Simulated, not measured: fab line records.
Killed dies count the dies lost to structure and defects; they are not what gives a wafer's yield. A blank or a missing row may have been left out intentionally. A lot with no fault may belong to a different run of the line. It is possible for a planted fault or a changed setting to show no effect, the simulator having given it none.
2 desks, one fault    flow rit-cmos    numbers are kept per desk, each desk with only its own; the story behind them comes last

## THE TOOL OWNER'S DESK: rie-diel-01
The tool's own readings at RIT_CONTACT_ETCH_11 (etches SiO2 in CHF3/CF4/Ar, stops on TiSi2, target depth 480 nm, time 320 s): means of the sampled wafers that have a number, for each lot that ran on this tool. A lot is out of limits, marked OUT, if its mean lies more than 4 standard deviations from the usual mean; the brackets give that distance.
Columns: A = drypump-motor-current-A at RIT_CONTACT_ETCH_11, usual 5.7 A; B = oes-product-au at RIT_CONTACT_ETCH_11, usual 0.986 a.u.; C = throttle-valve-pct at RIT_CONTACT_ETCH_11, usual 8.87 %
lot   first seen here  A    B      C
L453  day 4 12:37      5.6  0.978  8.93
L459  day 6 00:14      5.8  0.983  8.96
This desk's verdict: no lot among the 2 shows anything out of limits.

## METROLOGY DESK
What the gauges read, lot by lot, whatever tool the lot ran on: means of the sampled wafers that have a number. A lot is out of limits, marked OUT, if its mean lies more than 4 standard deviations from the usual mean; the brackets give that distance.
Columns: A = CONTACT_TEOS_THK at RIT_CONTACT_THK_MEAS_01, usual 401 nm; B = cd-nm at RIT_CONTACT_CD_MEAS_08, usual 1001.2 nm; C = CONTACT_OVL at RIT_CONTACT_OVL_MEAS_09, usual -1.0 nm
lot   first seen here  A    B       C
L450  day 3 22:59      400  1001.7  -0.7
L453  day 4 11:17      398  1004.5  0.2
L459  day 5 22:54      396  1004.5  -1.0
L465  day 7 01:58      403  1000.4  -2.6
L466  day 7 07:50      402  1000.5  -1.9
This desk's verdict: no lot among the 5 shows anything out of limits.

## PUT TOGETHER
The tool owner's desk saw nothing out of limits.
At the metrology desk, nothing out of limits was observed.

## WHAT HAD BEEN PUT IN BY THE SIMULATOR
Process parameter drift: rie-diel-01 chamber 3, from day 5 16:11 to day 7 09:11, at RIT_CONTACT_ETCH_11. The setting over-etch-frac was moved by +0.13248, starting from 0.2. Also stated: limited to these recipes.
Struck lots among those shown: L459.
